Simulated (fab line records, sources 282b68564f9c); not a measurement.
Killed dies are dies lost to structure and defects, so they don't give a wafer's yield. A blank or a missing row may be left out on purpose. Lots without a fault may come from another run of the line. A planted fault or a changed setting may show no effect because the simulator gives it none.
One fault seen from 2 desks | flow rit_cmos | each desk has only its own numbers; what lay behind them comes last

THE TOOL OWNER'S DESK: lpcvd-01
The tool's own readings at RIT_SPACER_CVD_03 (deposits Si3N4 from SiH2Cl2/NH3, target thk 250 nm, time 3300 s): means of the sampled wafers that have a number, for each lot that ran on this tool. A lot is out of limits, marked OUT, if its mean lies more than 4 standard deviations from the usual mean; the brackets give that distance.
Columns: A = spike_tc_centre_C at RIT_SPACER_CVD_03, usual 812.6 C; B = spike_tc_load_C at RIT_SPACER_CVD_03, usual 836.4 C; C = spike_tc_source_C at RIT_SPACER_CVD_03, usual 833.0 C
lot  | first seen here | A               | B               | C
L932 | day 3 13:31     | 811.9           | 835.2           | 830.7
L933 | day 3 19:59     | 813.6           | 834.9           | 835.6
L934 | day 3 21:54     | 813.9           | 836.3           | 835.6
L935 | day 4 02:35     | 814.3           | 836.0           | 835.1
L941 | day 5 07:05     | 831.5 (+13) OUT | 855.0 (+12) OUT | 849.8 (+7.0) OUT
L948 | day 6 19:15     | 813.6           | 836.3           | 835.6
This desk's finding: out of limits on L941; first on L941, day 5 07:05 (spike_tc_centre_C at RIT_SPACER_CVD_03). In limits: L932, L933, L934, L935, L948.

THE METROLOGY DESK
What the gauges read, lot by lot, whatever tool the lot ran on: means of the sampled wafers that have a number. A lot is out of limits, marked OUT, if its mean lies more than 4 standard deviations from the usual mean; the brackets give that distance.
Columns: A = PWELL_OVL at RIT_PWELL_OVL_MEAS_06, usual 0.1 nm; B = NLDD_OVL at RIT_NLDD_OVL_MEAS_06, usual 0.0 nm; C = SPACER_NITRIDE_THK at RIT_SPACER_THK_MEAS_04, usual 248.7 nm
lot  | first seen here | A    | B    | C
L929 | day 1 23:09     | 1.0  | 0.2  | 253.9
L930 | day 2 04:14     | 1.8  | -0.2 | 248.9
L931 | day 2 09:12     | -0.2 | -0.7 | 247.3
L932 | day 2 13:26     | 0.7  | 2.0  | 244.3
L933 | day 2 21:07     | 1.2  | 1.5  | 250.6
L934 | day 3 00:34     | 1.1  | 0.7  | 248.1
L935 | day 3 05:07     | -0.2 | -0.9 | 246.5
L941 | day 4 10:10     | -0.3 | -0.0 | 354.9 (+42) OUT
L945 | day 5 06:46     | 1.5  | 1.7  | 250.5
L946 | day 5 10:59     | -1.9 | 0.8  | 247.8
L948 | day 5 20:50     | -1.6 | -0.7 | 247.3
L951 | day 6 12:52     | -0.7 | 0.9  | 246.8
L952 | day 6 17:04     | -1.2 | 0.6  | 248.6
This desk's finding: out of limits on L941; first on L941, day 5 09:00 (SPACER_NITRIDE_THK at RIT_SPACER_THK_MEAS_04). In limits: L929, L930, L931, L932, L933, L934, L935, L945, L946, L948, L951, L952.

PUT TOGETHER
The tool owner's desk could have raised an alarm at day 5 07:05, on L941.
The metrology desk could have raised an alarm at day 5 09:00, on L941.
Of the lots named, all ran RIT_SPACER_CVD_03 on lpcvd-01.

WHAT THE SIMULATOR HAD PUT IN
Process parameter drift: lpcvd-01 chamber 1, from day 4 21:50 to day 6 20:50, at RIT_SPACER_CVD_03. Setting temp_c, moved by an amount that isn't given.
Lots struck among those shown: L941.
Hours from the fault's start to each desk's first reading out of limits: the tool owner's desk, 9; the metrology desk, 11.
